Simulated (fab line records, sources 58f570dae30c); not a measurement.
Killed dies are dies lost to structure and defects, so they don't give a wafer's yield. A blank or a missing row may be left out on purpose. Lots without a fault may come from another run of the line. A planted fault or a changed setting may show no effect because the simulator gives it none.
Problem report in the 8D (eight disciplines) form, filled by code | flow berkeley_cmos170 | the parts of the form that need people (team, actions taken, sign-off) are left out

1. THE PROBLEM
GATE_POLY_THK at UCB170_GATE_THK_MEAS_05 reads a mean of 108.9 nm on 12 wafers of 4 lots; wafers without a fault read 214.4 nm with a standard deviation of 2. That is -53 standard deviations from the usual mean.
First seen on wafer L322.1, day 9 18:02, on film_metro-03. The record holds 48 wafers of 16 lots with a number at this step. Rule for "out", or "out of limits": more than 4 standard deviations from the usual mean. The other wafers with a number count as sound.

2. WHAT IT IS AND WHAT IT IS NOT
question                    | is                                          | is not
which readings at this step | GATE_POLY_THK                               | -
which lots                  | L322, L323, L324, L325                      | L312, L313, L314, L315, L316, L317, L318, L319, L320, L321, L326, L335
which wafers of those lots  | all that have a number                      | -
read on which gauges        | film_metro-01, film_metro-03, film_metro-04 | -
when                        | from day 9 18:02                            | up to then (30 sound wafers); but 6 sound wafers of L326, L335 came after

3. SUSPECTS, AND WHAT RULES EACH OUT
Counting: a tool at a process step up to the reading stays a suspect if it ran every lot that is out and no sound lot after the first of them.
- the gauge at UCB170_GATE_THK_MEAS_05: ruled out. The wafers that are out were read on 3 gauges (film_metro-01, film_metro-03, film_metro-04).
- lpcvd-01 at UCB170_GATE_CVD_04 (deposits poly-Si from SiH4, time 1440 s, target thk 214 nm): ruled out as a lasting fault. Sound lots L335 ran on it after its first lot that is out, L322 (day 9 16:38).
Left after counting: nothing in the record.

4. THE CAUSE (what the simulator had put in)
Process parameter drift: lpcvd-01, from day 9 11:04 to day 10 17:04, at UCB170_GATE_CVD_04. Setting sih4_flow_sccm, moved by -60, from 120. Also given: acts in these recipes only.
Counting ruled it out, wrongly: the rule takes a fault to strike every lot that its tool runs from its start on, and this one did not.

5. THE CHAIN OF EFFECTS, in route order
Each row: a reading whose mean over the struck wafers that have a number lies more than 3 standard deviations from the usual. Only readings for which the record gives a usual standard deviation are gone through. hours: the time from each lot's start at the first step in this table that gives one to its start at this step, as a median over the lots. sigmas: the change in usual standard deviations.
hours | step                    | reading        | usual      | on struck wafers | change | sigmas
0     | UCB170_GATE_CVD_04      | sih4_flow_sccm | 120.1 sccm | 59.9             | -60.2  | -99 or more
1     | UCB170_GATE_THK_MEAS_05 | GATE_POLY_THK  | 214.4 nm   | 108.9            | -105.5 | -53
3     | UCB170_GATE_ETCH_15     | oes_product_au | 0.839 a.u. | 0.561            | -0.278 | -31
The process steps in it:
- UCB170_GATE_CVD_04: deposits poly-Si from SiH4, time 1440 s, target thk 214 nm.
- UCB170_GATE_ETCH_15: etches poly-Si in HBr/Cl2, stops on SiO2, time 56.3 s, target depth 278.2 nm.

6. WHAT WOULD HAVE CAUGHT IT SOONER
In this record the first reading out of limits at a measuring or inspecting step was taken at day 9 18:02, 7 hours after the fault began at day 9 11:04.
The tool's own readings at UCB170_GATE_CVD_04 were out on every struck wafer that the step has a row for (sih4_flow_sccm): an alarm limit on them would have fired on the first of those.
